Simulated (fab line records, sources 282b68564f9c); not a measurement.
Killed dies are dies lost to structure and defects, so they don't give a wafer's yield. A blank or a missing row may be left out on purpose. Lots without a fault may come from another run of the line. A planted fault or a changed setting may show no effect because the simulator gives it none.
One fault seen from 2 desks | flow rit_cmos | each desk has only its own numbers; what lay behind them comes last

THE METROLOGY DESK
What the gauges read, lot by lot, whatever tool the lot ran on: means of the sampled wafers that have a number. A lot is out of limits, marked OUT, if its mean lies more than 4 standard deviations from the usual mean; the brackets give that distance.
Columns: A = INCOMING_BOW at RIT_ACTIVE_BOW_MEAS_00, usual 0 um; B = NLDD_TW at RIT_NLDD_TW_MEAS_10, usual 2463; C = NLDD_RS at RIT_SDANNEAL_RS_MEAS_07, usual 151.8 ohm/sq
lot  | first seen here | A  | B              | C
L264 | day 1 10:00     | 3  | 2425           | 151.6
L265 | day 1 15:00     | -2 | 2413           | 151.8
L266 | day 1 20:01     | -3 | 2497           | 152.2
L267 | day 2 01:00     | -5 | 2501           | 151.8
L268 | day 2 06:00     | -4 | 2498           | 152.3
L271 | day 2 21:02     | -1 | 2498           | 152.7
L277 | day 4 03:01     | 3  | 1561 (-22) OUT | 517.5 (+99 or more) OUT
L278 | day 4 08:00     | 4  | 1552 (-22) OUT | 518.7 (+99 or more) OUT
L279 | day 4 13:00     | -3 | 2412           | 151.2
L280 | day 4 18:00     | -7 | 2430           | 151.9
L281 | day 4 23:00     | -6 | 2508           | 152.5
L285 | day 5 19:00     | -6 | 2499           | 152.1
L286 | day 6 00:00     | 1  | 2518           | 150.7
L287 | day 6 05:01     | -2 | 2430           | 151.5
This desk's finding: out of limits on L277, L278; first on L277, day 5 11:47 (NLDD_TW at RIT_NLDD_TW_MEAS_10). In limits: L264, L265, L266, L267, L268, L271, L279, L280, L281, L285, L286, L287.

THE TOOL OWNER'S DESK: implanter-02
The tool's own readings at RIT_NLDD_IMPLANT_08: means of the sampled wafers that have a number, for each lot that ran on this tool. A lot is out of limits, marked OUT, if its mean lies more than 4 standard deviations from the usual mean; the brackets give that distance.
Columns: A = beam_on_s at RIT_NLDD_IMPLANT_08, usual 10.01 s; B = dose_ions_cm2 at RIT_NLDD_IMPLANT_08, usual 4.999e+14; C = end_station_pressure_torr at RIT_NLDD_IMPLANT_08, usual 6.3e-06 Torr; D = faraday_current_uA at RIT_NLDD_IMPLANT_08, usual 1571
lot  | first seen here | A     | B                           | C       | D
L264 | day 2 18:54     | 9.91  | 4.996e+14                   | 6.2e-06 | 1587
L267 | day 3 12:56     | 10.01 | 5.003e+14                   | 6.6e-06 | 1568
L268 | day 3 14:42     | 9.70  | 5.000e+14                   | 6.2e-06 | 1621
L277 | day 5 11:29     | 9.94  | 9.963e+13 (-99 or more) OUT | 5.2e-06 | 317 (-42) OUT
L278 | day 5 15:42     | 9.87  | 9.947e+13 (-99 or more) OUT | 5.2e-06 | 318 (-42) OUT
This desk's finding: out of limits on L277, L278; first on L277, day 5 11:29 (dose_ions_cm2 at RIT_NLDD_IMPLANT_08). In limits: L264, L267, L268.

PUT TOGETHER
The tool owner's desk could have raised an alarm at day 5 11:29, on L277, L278.
The metrology desk could have raised an alarm at day 5 11:47, on L277, L278.
Of the lots named, all ran RIT_NLDD_IMPLANT_08 on implanter-02.

WHAT THE SIMULATOR HAD PUT IN
Process parameter drift: implanter-02, from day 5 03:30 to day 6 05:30, at RIT_NLDD_IMPLANT_08. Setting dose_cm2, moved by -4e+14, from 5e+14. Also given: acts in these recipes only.
Lots struck among those shown: L277, L278.
Hours from the fault's start to each desk's first reading out of limits: the tool owner's desk, 8; the metrology desk, 8.
